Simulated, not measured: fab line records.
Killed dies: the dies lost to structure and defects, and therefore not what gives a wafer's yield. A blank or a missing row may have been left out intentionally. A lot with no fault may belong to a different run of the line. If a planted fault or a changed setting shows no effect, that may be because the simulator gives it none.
Split-lot trial -- flow ritCmos -- 23 wafers read from 5 lots, route of 202 steps

THE SPLIT ITSELF
At RIT_CONTACT_COAT_03 (resist thk 1000 nm), the setting spinRpm was moved away from the recipe's 3250 rpm on 4 of the 23 wafers read, by -6.3% to -2.8%. This setting was run at the recipe's value on the other wafers.

FROM THE SPLIT TO THE READING: what the file shows between them, 3 steps
- RIT_CONTACT_DEVELOP_07: develop time 120 s (also split here: developTimeS)
- RIT_CONTACT_CD_MEAS_08: target cd 1000 nm
- RIT_CONTACT_HARDBAKE_10: time 60 s

THE READING
NOVOLAK_of_CONTACT_COAT_03.thkNm (the simulator's own value, which no gauge read), in nm, at RIT_CONTACT_ETCH_11 (etches SiO2 in CHF3/CF4/Ar, stops on TiSi2, target depth 480 nm, time 320 s). The file gives no usual value for it. Here, 19 wafers ran the recipe; their average is 765.9 nm with a standard deviation of 5.1 nm.

wafer,"tool, chamber at the split","spinRpm as run, rpm",against the recipe,"NOVOLAK_of_CONTACT_COAT_03.thkNm, nm",against lot-mates on the recipe
L077.1,"lithoTrack-01, 0",3046,-6.3%,793.5,+24.4
L077.3,"lithoTrack-01, 0",3046,-6.3%,800.8,+31.7
L077.4,"lithoTrack-01, 0",3250,recipe,765.9,-
L077.5,"lithoTrack-01, 0",3250,recipe,773.5,-
L077.6,"lithoTrack-01, 0",3250,recipe,767.9,-
L080.1,"lithoTrack-03, 0",3250,recipe,758.3,-
L080.2,"lithoTrack-03, 0",3250,recipe,763.9,-
L080.3,"lithoTrack-03, 0",3159,-2.8%,780.8,+16.6
L080.4,"lithoTrack-03, 0",3250,recipe,770.3,-
L080.5,"lithoTrack-03, 0",3159,-2.8%,776.2,+12.0
L081.1,"lithoTrack-03, 0",3250,recipe,764.8,-
L081.2,"lithoTrack-03, 0",3250,recipe,769.4,-
L081.4,"lithoTrack-03, 0",3250,recipe,771.8,-
L081.5,"lithoTrack-03, 0",3250,recipe,764.7,-
L081.6,"lithoTrack-03, 0",3250,recipe,756.8,-
L083.2,"lithoTrack-04, 0",3250,recipe,773.2,-
L083.3,"lithoTrack-04, 0",3250,recipe,764.9,-
L083.4,"lithoTrack-04, 0",3250,recipe,770.5,-
L083.5,"lithoTrack-04, 0",3250,recipe,770.5,-
L083.6,"lithoTrack-04, 0",3250,recipe,760.9,-
L084.2,"lithoTrack-01, 0",3250,recipe,764.4,-
L084.5,"lithoTrack-01, 0",3250,recipe,756.9,-
L084.6,"lithoTrack-01, 0",3250,recipe,762.7,-

THE FIT
A straight line over all 23 wafers: NOVOLAK_of_CONTACT_COAT_03.thkNm changes by -4.92 nm for each +1% of spinRpm; r = -0.89; the points scatter about the line by 5 nm.
The same after taking each lot's own level away (the mean of its wafers on the recipe; 23 wafers): -4.56 nm for each +1%; r = -0.90; scatter 4.4 nm.
That fit puts the effect of the largest move of spinRpm on the reading at 29 nm.
Measured against the standard deviation above, the lots' own levels, which go from 761.33 to 769.10 nm, span 1.5 times it.
The two slopes are in agreement: the lot-to-lot level therefore moves the slope only a little.
Check: for one of the wafers moved furthest among these (-6.3%), held out of the fit, the line's prediction against its lot-mates is +31.8 nm. It came out at +24.4 nm against them.

ADDITIONAL SPLITS CARRIED BY THESE WAFERS
These wafers also went through other splits before the reading. Each is held against what the fit with the lots' levels taken away leaves over:
other split on the same wafers,wafers away from the commonest value,r with NOVOLAK_of_CONTACT_COAT_03.thkNm (lot level and that fit taken away)
RIT_SPACER_CVD_03 tempC,10,+0.00
RIT_NSD_SOFTBAKE_02 tempC,6,-0.05
RIT_PSD_COAT_01 resistThkNm,8,-0.05
RIT_PSD_HARDBAKE_07 tempC,9,-0.31
RIT_SDANNEAL_RTA_03 timeS,7,+0.03
RIT_CONTACT_DEVELOP_07 developTimeS,7,-0.26

THE WHOLE CHAIN: every reading that the file lists as answering this split, in the file's order
step,what it does,reading,change (the file's fit),r (the file's)
RIT_CONTACT_COAT_03,resist thk 1000 nm,"NOVOLAK_of_CONTACT_COAT_03.thkNm (the simulator's own value, which no gauge read)",-5.04 nm for each +1% of the setting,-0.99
RIT_CONTACT_HARDBAKE_10,time 60 s,"NOVOLAK_of_CONTACT_COAT_03.thkNm (the simulator's own value, which no gauge read)",-4.41 nm for each +1% of the setting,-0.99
RIT_CONTACT_ETCH_11,"etches SiO2 in CHF3/CF4/Ar, stops on TiSi2, target depth 480 nm, time 320 s","NOVOLAK_of_CONTACT_COAT_03.thkNm (the simulator's own value, which no gauge read)",-4.57 nm for each +1% of the setting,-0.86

THE FILE'S OWN FIT
NOVOLAK_of_CONTACT_COAT_03.thkNm changes by -4.57 nm for each +1% of spinRpm, r = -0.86.
